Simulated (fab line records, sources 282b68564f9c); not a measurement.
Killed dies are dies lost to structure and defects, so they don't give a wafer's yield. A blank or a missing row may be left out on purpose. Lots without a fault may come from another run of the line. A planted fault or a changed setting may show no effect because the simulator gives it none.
Split-lot experiment | flow rit_cmos | 5 lots, 23 wafers read, on a route of 202 steps

THE SPLIT
At RIT_PRETRO_COAT_01 (resist thk 1300 nm), the setting spin_rpm was moved away from the recipe's 2000 rpm on 7 of the 23 wafers read, by -7.5% to -3.3%. The other wafers ran this setting at the recipe's value.

FROM THE SPLIT TO THE READING: what the file shows between them, 3 steps
- RIT_PRETRO_SOFTBAKE_02: time 60 s
- RIT_PRETRO_EXPOSE_03: exposes mask M5, target cd 43700 nm
- RIT_PRETRO_DEVELOP_05: develop time 68 s

THE READING
NOVOLAK_of_PRETRO_COAT_01.thk_nm (the simulator's own value, which no gauge read), in nm, at RIT_PRETRO_HARDBAKE_07 (time 120 s). The file gives no usual value for it. The 16 wafers here that ran the recipe average 1138 nm, standard deviation 3.5 nm.

wafer  | tool, chamber at the split | spin_rpm as run, rpm | against the recipe | NOVOLAK_of_PRETRO_COAT_01.thk_nm, nm | against lot-mates on the recipe
L074.1 | litho_track-01, 0          | 1850                 | -7.5%              | 1185                                 | +47
L074.2 | litho_track-01, 0          | 1850                 | -7.5%              | 1183                                 | +45
L074.4 | litho_track-01, 0          | 1850                 | -7.5%              | 1182                                 | +44
L074.5 | litho_track-01, 0          | 2000                 | recipe             | 1136                                 | -
L074.6 | litho_track-01, 0          | 2000                 | recipe             | 1140                                 | -
L076.2 | litho_track-03, 0          | 2000                 | recipe             | 1135                                 | -
L076.3 | litho_track-03, 0          | 2000                 | recipe             | 1131                                 | -
L076.5 | litho_track-03, 0          | 2000                 | recipe             | 1131                                 | -
L078.1 | litho_track-02, 0          | 2000                 | recipe             | 1138                                 | -
L078.2 | litho_track-02, 0          | 2000                 | recipe             | 1139                                 | -
L078.3 | litho_track-02, 0          | 2000                 | recipe             | 1142                                 | -
L078.4 | litho_track-02, 0          | 2000                 | recipe             | 1137                                 | -
L078.6 | litho_track-02, 0          | 2000                 | recipe             | 1135                                 | -
L080.1 | litho_track-01, 0          | 1891                 | -5.4%              | 1171                                 | +34
L080.3 | litho_track-01, 0          | 2000                 | recipe             | 1138                                 | -
L080.6 | litho_track-01, 0          | 2000                 | recipe             | 1138                                 | -
L080.4 | litho_track-01, 0          | 2000                 | recipe             | 1136                                 | -
L080.5 | litho_track-01, 0          | 1891                 | -5.4%              | 1172                                 | +35
L083.1 | litho_track-01, 0          | 1934                 | -3.3%              | 1161                                 | +19
L083.3 | litho_track-01, 0          | 2000                 | recipe             | 1144                                 | -
L083.4 | litho_track-01, 0          | 2000                 | recipe             | 1141                                 | -
L083.5 | litho_track-01, 0          | 2000                 | recipe             | 1140                                 | -
L083.6 | litho_track-01, 0          | 1934                 | -3.3%              | 1163                                 | +21

THE FIT
A straight line over all 23 wafers: NOVOLAK_of_PRETRO_COAT_01.thk_nm changes by -6.21 nm for each +1% of spin_rpm; r = -0.98; the points scatter about the line by 3.3 nm.
The same after taking each lot's own level away (the mean of its wafers on the recipe; 23 wafers): -6.1 nm for each +1%; r = -1.00; scatter 1.8 nm.
On that fit, the largest move of spin_rpm shifts the reading by 46 nm.
The lots' own levels span 1132.3 to 1141.7 nm, that is 2.7 times the standard deviation above.
So the lot-to-lot level changes the slope little: the two slopes agree.
Check: with one of the wafers moved furthest among these (-7.5%) left out of the fit, the line predicts +45.4 nm for it against its lot-mates. It came out at +47 nm against them.

OTHER SPLITS ON THESE WAFERS
These wafers also went through other splits before the reading. Each is held against what the fit with the lots' levels taken away leaves over:
other split on the same wafers | wafers away from the commonest value | r with NOVOLAK_of_PRETRO_COAT_01.thk_nm (lot level and that fit taken away)
RIT_ACTIVE_OXIDATION_01 temp_c | 18                                   | -0.10
RIT_FOX2_WET_ETCH_03 time_s    | 15                                   | +0.11

THE WHOLE CHAIN: every reading that the file lists as answering this split, in the file's order
step                   | what it does       | reading                                                                           | change (the file's fit)              | r (the file's)
RIT_PRETRO_COAT_01     | resist thk 1300 nm | NOVOLAK_of_PRETRO_COAT_01.thk_nm (the simulator's own value, which no gauge read) | -7.12 nm for each +1% of the setting | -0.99
RIT_PRETRO_HARDBAKE_07 | time 120 s         | NOVOLAK_of_PRETRO_COAT_01.thk_nm (the simulator's own value, which no gauge read) | -6.13 nm for each +1% of the setting | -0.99

THE FILE'S OWN FIT
NOVOLAK_of_PRETRO_COAT_01.thk_nm changes by -6.13 nm for each +1% of spin_rpm, r = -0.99.
